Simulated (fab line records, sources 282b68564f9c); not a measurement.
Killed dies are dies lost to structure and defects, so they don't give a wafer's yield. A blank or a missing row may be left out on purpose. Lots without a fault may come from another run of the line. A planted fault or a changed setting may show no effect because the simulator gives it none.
Which tool did it? | flow rit_cmos | 14 lots, 42 wafers sampled, at 2 steps of a route of 202

WHAT THE GAUGES READ, wafer by wafer
RIT_ACTIVE_CD_MEAS_11: target cd 1400 nm. Usual: cd_nm 1400.7 nm, standard deviation 2.2.
lot  | measured    | on        | cd_nm (nm)           | flag
L804 | day 1 14:32 | cd_sem-01 | 1401.1 1402.6 1400.4 |
L805 | day 1 21:00 | cd_sem-01 | 1400.9 1401.0 1400.8 |
L808 | day 2 11:14 | cd_sem-01 | 1401.4 1398.7 1400.5 |
L809 | day 2 15:59 | cd_sem-02 | 1402.3 1401.3 1401.3 |
L810 | day 2 22:25 | cd_sem-01 | 1401.9 1402.4 1401.6 |
L813 | day 3 14:48 | cd_sem-02 | 1399.8 1401.8 1402.4 |
L814 | day 3 16:56 | cd_sem-01 | 1396.5 1397.7 1400.4 |
L815 | day 3 21:53 | cd_sem-01 | 1397.8 1398.3 1395.5 |
L818 | day 4 12:53 | cd_sem-01 | 1398.5 1400.4 1400.9 |
L821 | day 5 06:50 | cd_sem-02 | 1402.1 1404.0 1401.2 |
L822 | day 5 11:28 | cd_sem-02 | 1400.3 1401.5 1401.2 |
L823 | day 5 17:55 | cd_sem-02 | 1399.3 1400.0 1400.4 |
L826 | day 6 09:38 | cd_sem-01 | 1401.3 1404.3 1404.4 |
L827 | day 6 09:52 | cd_sem-02 | 1398.8 1397.2 1395.5 |

RIT_PRETRO_OVL_MEAS_06. Usual: PRETRO_OVL -0.7 nm, standard deviation 1.5.
lot  | measured    | on         | PRETRO_OVL (nm) | flag
L804 | day 2 09:13 | overlay-02 | -1.3 -3.0 -0.8  |
L805 | day 2 14:11 | overlay-01 | 3.2 1.8 1.4     |
L808 | day 3 03:41 | overlay-02 | -1.3 -0.8 -0.6  |
L809 | day 3 11:19 | overlay-02 | -1.6 -0.8 -1.3  |
L810 | day 3 15:14 | overlay-02 | -1.9 -1.2 -0.8  |
L813 | day 4 09:43 | overlay-02 | -2.1 -3.9 -2.6  |
L814 | day 4 10:02 | overlay-02 | -3.0 -1.0 -2.7  |
L815 | day 4 20:32 | overlay-01 | 1.1 0.2 -0.2    |
L818 | day 5 16:13 | overlay-01 | 0.0 -0.4 -0.3   |
L821 | day 6 05:26 | overlay-01 | -0.3 0.2 -0.1   |
L822 | day 6 16:02 | overlay-01 | -1.4 -0.2 -2.2  |
L823 | day 6 20:35 | overlay-01 | 1.2 0.8 0.7     |
L826 | day 7 07:04 | overlay-01 | -1.9 -2.0 -1.5  |
L827 | day 7 05:44 | overlay-01 | 0.3 0.4 -0.6    |

WHICH TOOL RAN EACH LOT (tool, then ch and the chambers of the sampled wafers, then the start)
The record holds no process step before these readings.

WHAT THE TOOLS THEMSELVES READ (means of the sampled wafers that have a number; where no wafer has one, the mark that the record gives instead)
The record holds no such reading with a usual standard deviation.

THE ANSWER, worked out from the rows above alone
Rule: a lot is off if the mean of its wafers that have a number lies more than 3 standard deviations from the usual mean. A lot without any number at a reading at which 4 lots or more have one is off too. The other lots that the step has rows for count as sound. The gauges are gone through in route order, then the tools' own readings, and for those a lot's mean is taken as printed above. The first step at which some lot is off is used, and at that step the reading that is off furthest; a lot without a number counts as furthest.
No lot is off at any reading shown: from this, nothing can be told.

WHAT THE SIMULATOR HAD PUT IN
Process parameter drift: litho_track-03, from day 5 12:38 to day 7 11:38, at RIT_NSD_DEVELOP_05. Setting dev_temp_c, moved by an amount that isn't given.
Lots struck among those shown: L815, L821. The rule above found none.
